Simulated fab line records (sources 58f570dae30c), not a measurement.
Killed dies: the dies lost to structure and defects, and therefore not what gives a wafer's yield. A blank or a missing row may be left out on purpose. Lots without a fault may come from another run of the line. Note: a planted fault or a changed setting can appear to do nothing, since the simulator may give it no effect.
Chamber matching ; flow berkeley_cmos170 ; cmp-01 running UCB170_V1_CMP_02: 4 sister chambers
The step polishes SiO2. 4 wafers are shown with their chamber, then 7 later ones without.

## WAFERS PAIRED WITH THEIR CHAMBERS
wafer;chamber;motor_current_A (A)
L815.4;0;13.2
L815.6;3;19.2
L814.1;2;15.1
L814.3;1;17.4

## WAFERS MISSING THEIR CHAMBER
wafer;motor_current_A (A)
L814.6;20.9
L822.2;13.5
L822.4;16.5
L822.5;18.1
L824.2;15.9
L824.3;20.0
L824.5;20.5

## EACH ONE'S CHAMBER
wafer;from the rows above;in truth
L814.6;can't be placed: 3 or 1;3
L822.2;can't be placed: 0 or 2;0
L822.4;can't be placed: 1 or 2 or 3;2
L822.5;can't be placed: 1 or 3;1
L824.2;can't be placed: 2 or 1 or 0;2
L824.3;can't be placed: 3 or 1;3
L824.5;can't be placed: 3 or 1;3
Placed correctly: 0 of 7. Can't be placed from these rows: 7 (the true chamber is among the candidates in 7). 0 placed wrongly.
How it was worked out, from the rows above alone: a wafer's distance from a chamber is the root of the sum, over the readings, of the square of ((its reading less the chamber's mean) divided by the reading's scatter). The wafer belongs to the nearest chamber; if the next one is less than 2 further off, it can't be placed. The mean given for a chamber averages the wafers shown for that chamber. The scatter: root of mean squared gap, hidden wafer to nearest shown wafer, with one shown wafer a chamber.
